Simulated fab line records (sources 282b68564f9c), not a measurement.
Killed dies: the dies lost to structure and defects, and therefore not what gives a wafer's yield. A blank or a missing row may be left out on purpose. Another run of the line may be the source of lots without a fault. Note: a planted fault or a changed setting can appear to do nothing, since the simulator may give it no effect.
fab line records | flow rit_cmos
record: lots: 5 wafers: 15 last_day: 5
route steps=202 shown CONTACT@183 M1@184
lots that met no fault: taken from a fault-free run of the same line
start_h: hours from the record's first day to the start of the lot's first wafer shown | wait_h: hours since the lot's step before | " the same as in the row above | L1.1+2: a single row standing in for several wafers | - value missing, or start not given | * or withheld: withheld | < > ~ a bound
route shown NAME@n: a module of which the file shows steps, and the number in the route of the first | usual: mean/standard deviation taken from wafers without a fault | same: alike in all rows | chamber/n: place in a boat | sites: per-site readings | _std_site: standard deviation of those values | _edge_site: inner sites' mean taken away from outer sites' mean | radius_mm: for every site, how far away it sits from the centre of the wafer | mask NAME#n: copy n | behind: the last tool/chamber to shape the wafer | hold: reason for holding the lot/hours on hold/outcome of the hold | device: which transistor (n, p or np) failed to switch | end of line: the route-end tests of the same wafers | a step given without rows: its recipe and nothing more | killed: at the first sort, the dies lost to defects and structure; wafer yield is something else | map: a wafer's dies, x killed, . not, _ none there
set.NAME: the setting as run; set.NAME@STEP: as run at that earlier step | model.NAME: the simulator's own value behind a step, which no gauge read
lots at some steps of the route; a table a step, a row a wafer
services: from which hour (start_h, from the record's first day; less than 0 if before it) a tool's chamber was out of use, for how many hours, and why
== steps ==
step: RIT_CONTACT_CLEAN_14
recipe: chemistry: SC2 mix: 3:3:50 time_s: 600 temp_c: 75 dry: n2_spin
columns lot.wafer tool chamber start_h wait_h
L074.1+3+5 wet_bench-03 2 56.42 0.0
L076.2+5+6 wet_bench-03 3 63.92 0.0
L078.2+4+5 wet_bench-01 0 75.39 0.0
L084.2+4+6 wet_bench-03 3 109.88 0.0
L085.3+4+6 wet_bench-03 0 112.90 0.0
step: RIT_M1_SPUTTER_00
recipe: material: Al target_thk_nm: 400 power_w: 2000 chamber_pressure_pa: 0.4 gas: Ar time_s: 500 substrate_temp_c: 25
usual: throttle_valve_pct: 29.9/0.69
columns lot.wafer tool chamber start_h wait_h throttle_valve_pct
L074.1 pvd_sputter-01 - 56.59 0.0 29.7
L074.3 " - " " 29.4
L074.5 " - " " 30.0
L076.2 pvd_sputter-01 - 64.10 0.0 29.3
L076.5 " - " " 28.9
L076.6 " - " " 29.9
L078.2 pvd_sputter-01 - 75.56 0.0 28.7
L078.4 " - " " 29.9
L078.5 " - " " 28.9
L084.2 pvd_sputter-04 - 110.06 0.0 28.1
L084.4 " - " " 30.0
L084.6 " - " " 29.9
L085.3 pvd_sputter-03 - 113.08 0.0 31.4
L085.4 " - " " 29.7
L085.6 " - " " 30.4
step: RIT_M1_RS_MEAS_01
recipe: thk_meas_gauge: four-point-probe reads: Al_of_M1_SPUTTER_00
usual: M1_AL_RS: 0.0732/0.00077
columns lot.wafer tool chamber start_h wait_h M1_AL_RS[ohm/sq]
L074.1 film_metro-02 - 56.89 0.1 0.0727
L074.3 " - " " 0.0727
L074.5 " - " " 0.0718
L076.2 film_metro-03 - 64.41 0.2 0.0736
L076.5 " - " " 0.0728
L076.6 " - " " 0.0732
L078.2 film_metro-04 - 75.88 0.2 0.0733
L078.4 " - " " 0.0738
L078.5 " - " " 0.0735
L084.2 film_metro-04 - 110.37 0.2 0.0755
L084.4 " - " " 0.0749
L084.6 " - " " 0.0744
L085.3 film_metro-02 - 113.41 0.2 0.0731
L085.4 " - " " 0.0722
L085.6 " - " " 0.0730
step: RIT_M1_THK_MEAS_02
recipe: thk_meas_gauge: xrf reads: Al_of_M1_SPUTTER_00
usual: M1_AL_THK: 402/4.7
columns lot.wafer tool chamber start_h wait_h M1_AL_THK[nm]
L074.1 film_metro-02 - 57.01 0.1 402
L074.3 " - " " 404
L074.5 " - " " 411
L076.2 film_metro-03 - 64.52 0.1 402
L076.5 " - " " 402
L076.6 " - " " 402
L078.2 film_metro-04 - 75.99 0.1 403
L078.4 " - " " 398
L078.5 " - " " 401
L084.2 film_metro-04 - 110.48 0.1 387
L084.4 " - " " 393
L084.6 " - " " 399
L085.3 film_metro-02 - 113.51 0.1 401
L085.4 " - " " 408
L085.6 " - " " 405
step: RIT_M1_HMDS_03
recipe: prime_time_s: 60 prime_temp_c: 140
usual: exhaust_pa: 45.2/0.81
same: prime_time_s: 60
columns lot.wafer tool chamber start_h wait_h exhaust_pa
L074.1 litho_track-04 0 57.07 0.1 45.1
L074.3 " 0 " " 44.8
L074.5 " 0 " " 46.1
L076.2 litho_track-03 0 64.60 0.1 45.4
L076.5 " 0 " " 44.6
L076.6 " 0 " " 45.4
L078.2 litho_track-02 0 76.06 0.1 46.1
L078.4 " 0 " " 46.2
L078.5 " 0 " " 45.4
L084.2 litho_track-03 0 110.56 0.1 46.5
L084.4 " 0 " " 45.1
L084.6 " 0 " " 45.3
L085.3 litho_track-04 0 113.60 0.1 46.4
L085.4 " 0 " " 45.8
L085.6 " 0 " " 44.9
step: RIT_M1_COAT_04
recipe: resist: NOVOLAK spin_rpm: 2000 resist_thk_nm: 1300
usual: exhaust_pa: 45.1/0.92
columns lot.wafer tool chamber start_h wait_h exhaust_pa
L074.1 litho_track-04 0 57.22 0.1 45.5
L074.3 " 0 " " 46.5
L074.5 " 0 " " 45.8
L076.2 litho_track-03 0 64.75 0.1 44.8
L076.5 " 0 " " 45.6
L076.6 " 0 " " 45.6
L078.2 litho_track-02 0 76.21 0.1 44.6
L078.4 " 0 " " 43.8
L078.5 " 0 " " 44.9
L084.2 litho_track-03 0 110.71 0.1 45.4
L084.4 " 0 " " 45.8
L084.6 " 0 " " 44.9
L085.3 litho_track-04 0 113.75 0.1 46.0
L085.4 " 0 " " 45.4
L085.6 " 0 " " 44.6
step: RIT_M1_SOFTBAKE_05
recipe: resist: NOVOLAK temp_c: 90 time_s: 60
usual: exhaust_pa: 44.9/0.92
columns lot.wafer tool chamber start_h wait_h exhaust_pa
L074.1 litho_track-04 0 57.37 0.1 45.1
L074.3 " 0 " " 44.5
L074.5 " 0 " " 44.3
L076.2 litho_track-03 0 64.90 0.1 44.6
L076.5 " 0 " " 44.6
L076.6 " 0 " " 45.5
L078.2 litho_track-02 0 76.36 0.1 45.0
L078.4 " 0 " " 43.7
L078.5 " 0 " " 44.3
L084.2 litho_track-03 0 110.86 0.1 45.9
L084.4 " 0 " " 46.7
L084.6 " 0 " " 44.2
L085.3 litho_track-04 0 113.90 0.1 44.5
L085.4 " 0 " " 43.9
L085.6 " 0 " " 44.5
step: RIT_M1_EXPOSE_06
recipe: mask_id: M12 na: 0.6 source_shape: conventional sigma_outer: 0.5 target_cd_nm: 2600 dose_mj: 250
usual: stage_vel_mm_s: 500.04/0.24
columns lot.wafer tool chamber start_h wait_h mask stage_vel_mm_s
L074.1 iline_stepper-01 0 57.64 0.2 M12#0 499.56
L074.3 " 0 " " M12#0 500.06
L074.5 " 0 " " M12#0 500.08
L076.2 iline_stepper-01 0 65.17 0.2 M12#0 499.88
L076.5 " 0 " " M12#0 499.73
L076.6 " 0 " " M12#0 499.84
L078.2 iline_stepper-01 0 76.63 0.2 M12#0 500.30
L078.4 " 0 " " M12#0 500.17
L078.5 " 0 " " M12#0 500.01
L084.2 iline_stepper-02 0 111.13 0.2 M12#0 500.12
L084.4 " 0 " " M12#0 500.34
L084.6 " 0 " " M12#0 500.50
L085.3 iline_stepper-01 0 114.16 0.2 M12#0 499.75
L085.4 " 0 " " M12#0 499.81
L085.6 " 0 " " M12#0 500.05
step: RIT_M1_PEB_07
recipe: resist: NOVOLAK temp_c: withheld time_s: withheld
usual: exhaust_pa: 45.0/0.76
columns lot.wafer tool chamber start_h wait_h exhaust_pa
L074.1 litho_track-03 0 57.93 0.3 45.0
L074.3 " 0 " " 44.5
L074.5 " 0 " " 44.5
L076.2 litho_track-03 0 65.29 0.1 45.9
L076.5 " 0 " " 45.0
L076.6 " 0 " " 45.1
L078.2 litho_track-02 0 76.76 0.1 46.0
L078.4 " 0 " " 45.1
L078.5 " 0 " " 45.9
L084.2 litho_track-04 0 111.25 0.1 46.1
L084.4 " 0 " " 44.5
L084.6 " 0 " " 46.8
L085.3 litho_track-04 0 114.29 0.1 45.6
L085.4 " 0 " " 46.4
L085.6 " 0 " " 44.6
step: RIT_M1_DEVELOP_08
recipe: resist: NOVOLAK develop_time_s: 68 dev_temp_c: 23
usual: exhaust_pa: 45.1/0.91
columns lot.wafer tool chamber start_h wait_h exhaust_pa
L074.1 litho_track-03 0 - - 45.7
L074.3 " 0 " " 44.1
L074.5 " 0 " " 43.4
L076.2 litho_track-03 0 - - 45.7
L076.5 " 0 " " 44.3
L076.6 " 0 " " 45.6
L078.2 litho_track-02 0 - - 44.3
L078.4 " 0 " " 43.6
L078.5 " 0 " " 44.4
L084.2 litho_track-04 0 - - 43.1
L084.4 " 0 " " 44.8
L084.6 " 0 " " 45.7
L085.3 litho_track-04 0 - - 44.7
L085.4 " 0 " " 43.9
L085.6 " 0 " " 44.6
step: RIT_M1_CD_MEAS_09
recipe: target_cd_nm: 2600
usual: cd_nm: 2599.4/2.2
columns lot.wafer tool chamber start_h wait_h cd_nm
L074.1 cd_sem-02 - 58.24 - 2598.1
L074.3 " - " " 2599.8
L074.5 " - " " 2599.8
L076.2 cd_sem-02 - 65.60 - 2602.7
L076.5 " - " " 2603.5
L076.6 " - " " 2601.8
L078.2 cd_sem-02 - 77.06 - 2599.3
L078.4 " - " " 2598.2
L078.5 " - " " 2600.0
L084.2 cd_sem-02 - 111.56 - 2601.6
L084.4 " - " " 2598.5
L084.6 " - " " 2601.0
L085.3 cd_sem-02 - 114.60 - 2602.2
L085.4 " - " " 2599.7
L085.6 " - " " 2600.0
step: RIT_M1_OVL_MEAS_10
usual: M1_OVL: 0.8/1.7
columns lot.wafer tool chamber start_h wait_h M1_OVL[nm]
L074.1 overlay-02 - 58.36 0.1 1.7
L074.3 " - " " -0.3
L074.5 " - " " -0.6
L076.2 overlay-01 - 65.70 0.1 1.0
L076.5 " - " " 0.1
L076.6 " - " " -0.7
L078.2 overlay-01 - 77.17 0.1 1.6
L078.4 " - " " 2.0
L078.5 " - " " 1.5
L084.2 overlay-02 - 111.66 0.1 1.2
L084.4 " - " " 0.6
L084.6 " - " " 0.0
L085.3 overlay-02 - 114.69 0.1 1.8
L085.4 " - " " 1.9
L085.6 " - " " 1.1
step: RIT_M1_HARDBAKE_11
recipe: resist: NOVOLAK temp_c: 140 time_s: 120
usual: exhaust_pa: 45.0/0.86
columns lot.wafer tool chamber start_h wait_h exhaust_pa
L074.1 litho_track-03 0 58.40 0.0 44.3
L074.3 " 0 " " 42.9
L074.5 " 0 " " 44.8
L076.2 litho_track-04 0 65.77 0.1 45.2
L076.5 " 0 " " 46.2
L076.6 " 0 " " 44.7
L078.2 litho_track-03 0 77.24 0.1 46.2
L078.4 " 0 " " 45.6
L078.5 " 0 " " 45.3
L084.2 litho_track-02 0 111.88 0.2 45.1
L084.4 " 0 " " 45.1
L084.6 " 0 " " 45.1
L085.3 litho_track-03 0 114.79 0.1 45.8
L085.4 " 0 " " 46.1
L085.6 " 0 " " 46.1
step: RIT_M1_METAL_ETCH_12
recipe: stop_on: SiO2 chemistry: Cl2/BCl3 target: Al time_s: 165 over_etch_frac: 0.5 pressure_mtorr: 100 target_depth_a: 6000 rf_w: 250 Cl2_flow_sccm: 60 bcl3_flow_sccm: 50
usual: drypump_motor_current_A: 5.6/0.64 mfc_cl2_sccm: 60.03/0.17 oes_product_au: 0.777/0.011 rf_fwd_power_W: 249.1/0.83 throttle_valve_pct: 8.31/0.12
columns lot.wafer tool chamber start_h wait_h drypump_motor_current_A mfc_cl2_sccm oes_product_au rf_fwd_power_W rf_hours_counter_h throttle_valve_pct
L074.1 rie_metal-03 1 58.65 0.2 4.9 59.81 0.797 249.2 1 8.44
L074.3 " 0 " " 5.8 60.07 0.787 249.2 - 8.37
L074.5 " 0 " " 5.8 60.09 0.785 248.3 - 8.36
L076.2 rie_metal-02 1 65.98 0.2 6.0 60.22 0.779 249.4 4 8.11
L076.5 " 1 " " 6.0 59.91 0.783 249.0 - 8.10
L076.6 " 0 " " 6.6 60.28 0.769 249.8 - 8.20
L078.2 rie_metal-04 1 77.50 0.2 4.8 59.94 0.775 248.3 - 8.36
L078.4 " 1 " " 4.8 60.07 0.759 248.2 - 8.37
L078.5 " 1 " " 4.9 60.09 0.760 248.7 - 8.37
L084.2 rie_metal-04 1 112.14 0.2 4.9 60.02 0.752 249.0 - 8.37
L084.4 " 1 " " 4.8 60.10 0.755 249.4 - 8.38
L084.6 " 1 " " 4.8 59.90 0.754 249.2 - 8.37
L085.3 rie_metal-02 1 115.02 0.2 6.0 59.77 0.783 249.9 - 8.11
L085.4 " 0 " " 6.5 60.03 0.783 248.5 - 8.17
L085.6 " 0 " " 6.6 59.88 0.776 247.7 - 8.17
step: RIT_M1_STRIP_13
recipe: chemistry: nmp resist: NOVOLAK temp_c: 80 time_s: 600 dry: n2_spin
columns lot.wafer tool chamber start_h wait_h
L074.1+3+5 wet_bench-02 0 58.81 0.1
L076.2+5+6 wet_bench-02 1 66.15 0.1
L078.2+4+5 wet_bench-04 2 77.77 0.2
L084.2+4+6 wet_bench-04 0 112.41 0.2
L085.3+4+6 wet_bench-02 2 115.12 0.1
step: RIT_M1_STRIP_14
recipe: chemistry: O2 time_s: 180 platen_temp_c: withheld power_w: 500 pressure_mtorr: 4000 o2_flow_sccm: 4000
usual: drypump_motor_current_A: 5.7/0.58
columns lot.wafer tool chamber start_h wait_h drypump_motor_current_A rf_hours_counter_h
L074.1 plasma_asher-03 1 58.98 0.0 5.2 39
L074.3 " 0 " " 5.5 -
L074.5 " 0 " " 5.5 -
L076.2 plasma_asher-04 1 66.32 0.0 6.2 42
L076.5 " 1 " " 6.2 -
L076.6 " 0 " " 5.7 -
L078.2 plasma_asher-04 0 77.97 0.0 5.8 43
L078.4 " 1 " " 6.2 -
L078.5 " 1 " " 6.2 -
L084.2 plasma_asher-03 1 112.61 0.0 5.2 45
L084.4 " 0 " " 5.6 -
L084.6 " 0 " " 5.6 -
L085.3 plasma_asher-03 0 115.37 0.1 5.6 -
L085.4 " 1 " " 5.2 -
L085.6 " 0 " " 5.5 -
step: RIT_M1_CD_MEAS_90
recipe: target_cd_nm: 2600
usual: cd_nm: 2600.3/3
columns lot.wafer tool chamber start_h wait_h cd_nm
L074.1 cd_sem-01 - 59.16 0.1 2598.3
L074.3 " - " " 2605.5
L074.5 " - " " 2604.9
L076.2 cd_sem-01 - 66.52 0.1 2600.7
L076.5 " - " " 2601.5
L076.6 " - " " 2601.5
L078.2 cd_sem-02 - 78.16 0.1 2599.9
L078.4 " - " " 2599.9
L078.5 " - " " 2600.7
L084.2 cd_sem-02 - 112.80 0.1 2602.8
L084.4 " - " " 2600.3
L084.6 " - " " 2601.9
L085.3 cd_sem-01 - 115.53 0.1 2602.9
L085.4 " - " " 2599.2
L085.6 " - " " 2600.3
step: RIT_M1_ANNEAL_15
recipe: temp_c: 450 time_s: 1800 ambient: forming_gas_H2N2
usual: spike_tc_load_C: 467.4/1 spike_tc_source_C: 465.9/0.98
columns lot.wafer tool chamber start_h wait_h spike_tc_load_C spike_tc_source_C
L074.1 furnace-02 0 59.28 0.1 468.5 466.9
L074.3 " 0 " " 466.9 466.3
L074.5 " 0 " " 464.9 466.5
L076.2 furnace-02 0 66.67 0.1 466.5 466.6
L076.5 " 0 " " 468.6 466.6
L076.6 " 0 " " 468.4 466.9
L078.2 furnace-02 0 78.26 0.1 467.3 464.3
L078.4 " 0 " " 466.8 467.1
L078.5 " 0 " " 468.8 465.7
L084.2 furnace-02 0 112.90 0.1 468.3 466.7
L084.4 " 0 " " 466.3 466.2
L084.6 " 0 " " 468.8 466.0
L085.3 furnace-02 0 115.61 0.1 466.1 465.2
L085.4 " 0 " " 468.8 466.7
L085.6 " 0 " " 467.9 465.9
step: RIT_M1_BOW_MEAS_16
recipe: mode: bow
usual: M1_BOW: 18/6.9
columns lot.wafer tool chamber start_h wait_h M1_BOW[um]
L074.1 film_metro-02 - 60.78 0.0 18
L074.3 " - " " 13
L074.5 " - " " 13
L076.2 film_metro-03 - 68.19 0.0 27
L076.5 " - " " 20
L076.6 " - " " 14
L078.2 film_metro-02 - 79.78 0.0 25
L078.4 " - " " 23
L078.5 " - " " 20
L084.2 film_metro-04 - 114.42 0.0 12
L084.4 " - " " 11
L084.6 " - " " 18
L085.3 film_metro-02 - 117.15 0.0 16
L085.4 " - " " 10
L085.6 " - " " 26
step: RIT_M1_PROBE_99
usual: defect_limited_yield: 97.4/1.1 killed_at_front_end: 6.9/2.9 killed_dies: 7.0/2.9 killed_open: 3.3/2 killed_short: 3.7/2 sort_bin_3_pad_short: 0.1/0.22 sort_bin_5_function: 1.5/0.81 sort_bin_6_memory: 1.0/0.64 sort_n_pass: 257.0/2.9 sort_yield_pct: 97.4/1.1
same: gross_dies: 264 killed_at_M0_to_M3: 0 killed_at_M4_up: 0 killed_at_back_side: 0 killed_at_contacts: 0 killed_at_other: 0
columns lot.wafer tool chamber start_h wait_h defect_limited_yield[%] killed_at_front_end killed_dies killed_open killed_short sort_bin_3_pad_short[%] sort_bin_5_function[%] sort_bin_6_memory[%] sort_n_pass sort_yield_pct[%]
L074.1 prober-01 - 60.90 0.1 97.3 7 7 4 3 0 2.7 0 257.0 97.3
L074.3 prober-01 - 61.00 0.2 99.2 2 2 0 2 0 0.8 0 262.0 99.2
L074.5 prober-01 - 61.10 0.2 97.3 7 7 6 1 0.4 1.1 1.1 257.0 97.3
L076.2 prober-01 - 68.34 0.1 96.2 10 10 4 6 0.8 1.9 1.1 254.0 96.2
L076.5 prober-01 - 68.49 0.2 98.5 4 4 4 0 0 0.8 0.8 260.0 98.5
L076.6 prober-01 - 68.54 0.2 98.1 5 5 2 3 0 1.5 0.4 259.0 98.1
L078.2 prober-01 - 79.93 0.1 97.3 7 7 2 5 0.4 0.8 1.5 257.0 97.3
L078.4 prober-01 - 80.03 0.2 97.3 7 7 4 3 0 1.9 0.8 257.0 97.3
L078.5 prober-01 - 80.08 0.2 97.0 8 8 3 5 0 1.9 1.1 256.0 97.0
L084.2 prober-02 - 114.57 0.1 94.3 15 15 7 8 0.4 3.4 1.9 249.0 94.3
L084.4 prober-02 - 114.67 0.2 95.1 13 13 5 8 0.4 2.7 1.9 251.0 95.1
L084.6 prober-02 - 114.77 0.2 96.6 9 9 4 5 0 2.7 0.8 255.0 96.6
L085.3 prober-01 - 117.33 0.2 98.5 4 4 1 3 0 0.4 1.1 260.0 98.5
L085.4 prober-01 - 117.38 0.2 97.0 8 8 3 5 0 2.3 0.8 256.0 97.0
L085.6 prober-01 - 117.48 0.2 98.1 5 5 3 2 0.4 0.4 1.1 259.0 98.1
killed by level:class
L074.1 FOX2:geometric_particle:open=2 GATE:geometric_particle:short=2 GATE:geometric_particle:open=1 REOX:geometric_particle:short=1 SILICIDE:geometric_particle:open=1
L074.3 FOX2:geometric_particle:short=1 SILICIDE:geometric_particle:short=1
L074.5 FOX1:geometric_particle:open=2 GATE:geometric_particle:short=1 GATE:geometric_particle:open=1 REOX:geometric_particle:open=1 SPACER:geometric_particle:open=1 SILICIDE:geometric_particle:open=1
L076.2 GATE:geometric_particle:short=4 SPACER:geometric_particle:short=2 FOX1:geometric_particle:open=1 FOX2:geometric_particle:open=1 GATE:geometric_particle:open=1 SILICIDE:geometric_particle:open=1
L076.5 FOX1:geometric_particle:open=2 GATE:geometric_particle:open=1 SPACER:geometric_particle:open=1
L076.6 REOX:geometric_particle:open=2 GATE:geometric_particle:short=1 REOX:geometric_particle:short=1 SILICIDE:geometric_particle:short=1
L078.2 FOX2:geometric_particle:short=3 SILICIDE:geometric_particle:short=2 GATE:geometric_particle:open=1 REOX:geometric_particle:open=1
L078.4 FOX2:geometric_particle:open=2 FOX1:geometric_particle:short=1 GATE:geometric_particle:open=1 GATE:geometric_particle:short=1 SPACER:geometric_particle:short=1 SILICIDE:geometric_particle:open=1
L078.5 FOX2:geometric_particle:short=3 FOX1:geometric_particle:open=1 GATE:geometric_particle:open=1 REOX:geometric_particle:short=1 SPACER:geometric_particle:short=1 SPACER:geometric_particle:open=1
L084.2 GATE:geometric_particle:open=4 SPACER:geometric_particle:short=3 FOX1:geometric_particle:short=2 SPACER:geometric_particle:open=2 GATE:geometric_particle:short=1 SILICIDE:geometric_particle:short=1 STARTING-WAFER:geometric_particle:open=1 STARTING-WAFER:geometric_particle:short=1
L084.4 GATE:geometric_particle:short=4 GATE:geometric_particle:open=3 SPACER:geometric_particle:short=2 FOX1:geometric_particle:open=1 FOX2:geometric_particle:open=1 REOX:geometric_particle:short=1 SILICIDE:geometric_particle:short=1
L084.6 FOX1:geometric_particle:short=3 SPACER:geometric_particle:open=2 FOX1:geometric_particle:open=1 GATE:geometric_particle:short=1 GATE:geometric_particle:open=1 SPACER:geometric_particle:short=1
L085.3 FOX2:geometric_particle:short=3 REOX:geometric_particle:open=1
L085.4 GATE:geometric_particle:short=3 REOX:geometric_particle:open=2 FOX1:geometric_particle:open=1 FOX2:geometric_particle:short=1 REOX:geometric_particle:short=1
L085.6 FOX1:geometric_particle:short=1 FOX1:geometric_particle:open=1 GATE:geometric_particle:open=1 GATE:geometric_particle:short=1 REOX:geometric_particle:open=1
== services ==
columns tool chamber start_h hours kind
wet_bench-04 - 36.94 4.4 pm
pvd_sputter-03 - 39.43 2.6 repair
iline_stepper-01 - 43.38 12.1 repair
plasma_asher-04 - 43.96 1.8 repair
rie_metal-04 0 59.40 90.1 repair
rie_metal-02 - 79.01 0.3 repair
rie_metal-04 1 84.29 11.0 repair
plasma_asher-04 - 100.62 2.8 pm
plasma_asher-04 - 108.75 9.0 pm
plasma_asher-04 0 108.75 9.0 vent_cycle
plasma_asher-04 1 108.75 9.0 vent_cycle
iline_stepper-01 - 114.52 2.6 repair
== key ==
fault none
